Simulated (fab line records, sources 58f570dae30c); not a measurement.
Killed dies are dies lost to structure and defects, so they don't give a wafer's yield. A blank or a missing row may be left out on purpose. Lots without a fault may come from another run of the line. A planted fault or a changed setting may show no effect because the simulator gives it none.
Chamber matching | flow berkeley_cmos170 | UCB170_M2_ETCH_17 on rie_diel-04: 4 sister chambers
The step etches BARC in N2/H2. 14 wafers are shown with their chamber, then 7 later ones without.

WAFERS WITH THEIR CHAMBER
wafer  | chamber | throttle_valve_pct (%) | drypump_motor_current_A (A) | oes_product_au (a.u.)
L304.1 | 3       | 13.45                  | 5.69                        | 1.028
L304.4 | 2       | 13.38                  | 6.00                        | 1.037
L304.5 | 0       | 12.98                  | 5.66                        | 0.987
L306.3 | 1       | 13.17                  | 5.84                        | 0.973
L306.5 | 2       | 13.40                  | 5.99                        | 1.051
L306.6 | 1       | 13.17                  | 5.87                        | 0.974
L308.1 | 3       | 13.44                  | 5.68                        | 1.024
L308.2 | 0       | 12.97                  | 5.69                        | 0.984
L308.6 | 3       | 13.45                  | 5.68                        | 1.028
L309.1 | 0       | 12.96                  | 5.68                        | 0.972
L309.2 | 1       | 13.18                  | 5.84                        | 0.972
L309.5 | 1       | 13.16                  | 5.89                        | 0.973
L312.3 | 2       | 13.41                  | 6.03                        | 1.029
L312.4 | 3       | 13.44                  | 5.67                        | 1.018

SIGNATURES (means of the wafers above)
reading                 | chamber 0 | chamber 1 | chamber 2 | chamber 3 | scatter within a chamber
throttle_valve_pct      | 12.9700   | 13.1700   | 13.3967   | 13.4450   | 0.00983
drypump_motor_current_A | 5.6767    | 5.8600    | 6.0067    | 5.6800    | 0.0183
oes_product_au          | 0.98100   | 0.97300   | 1.03900   | 1.02450   | 0.00666
Rule: a wafer's distance from a chamber is the root of the sum, over the readings, of the square of ((its reading less the chamber's mean) divided by the reading's scatter). The wafer belongs to the nearest chamber; if the next one is less than 2 further off, it can't be placed. The scatter: the root of (the sum of the squares of (reading less its chamber's mean) over the shown wafers, divided by (wafers less chambers)).

WAFERS WITHOUT THEIR CHAMBER
wafer  | throttle_valve_pct (%) | drypump_motor_current_A (A) | oes_product_au (a.u.)
L312.5 | 13.43                  | 5.69                        | 1.015
L314.2 | 12.97                  | 5.68                        | 0.977
L314.5 | 13.43                  | 5.69                        | 1.013
L314.6 | 13.40                  | 5.99                        | 1.055
L326.1 | 12.96                  | 5.70                        | 0.979
L326.4 | 13.45                  | 5.67                        | 1.032
L326.5 | 12.97                  | 5.70                        | 0.979

WHICH CHAMBER EACH WENT THROUGH
wafer  | from the rows above | in truth
L312.5 | 3                   | 3
L314.2 | 0                   | 0
L314.5 | 3                   | 3
L314.6 | 2                   | 2
L326.1 | 0                   | 0
L326.4 | 3                   | 3
L326.5 | 0                   | 0
Placed correctly: 7 of 7. Can't be placed from these rows: 0. Placed wrongly: 0.
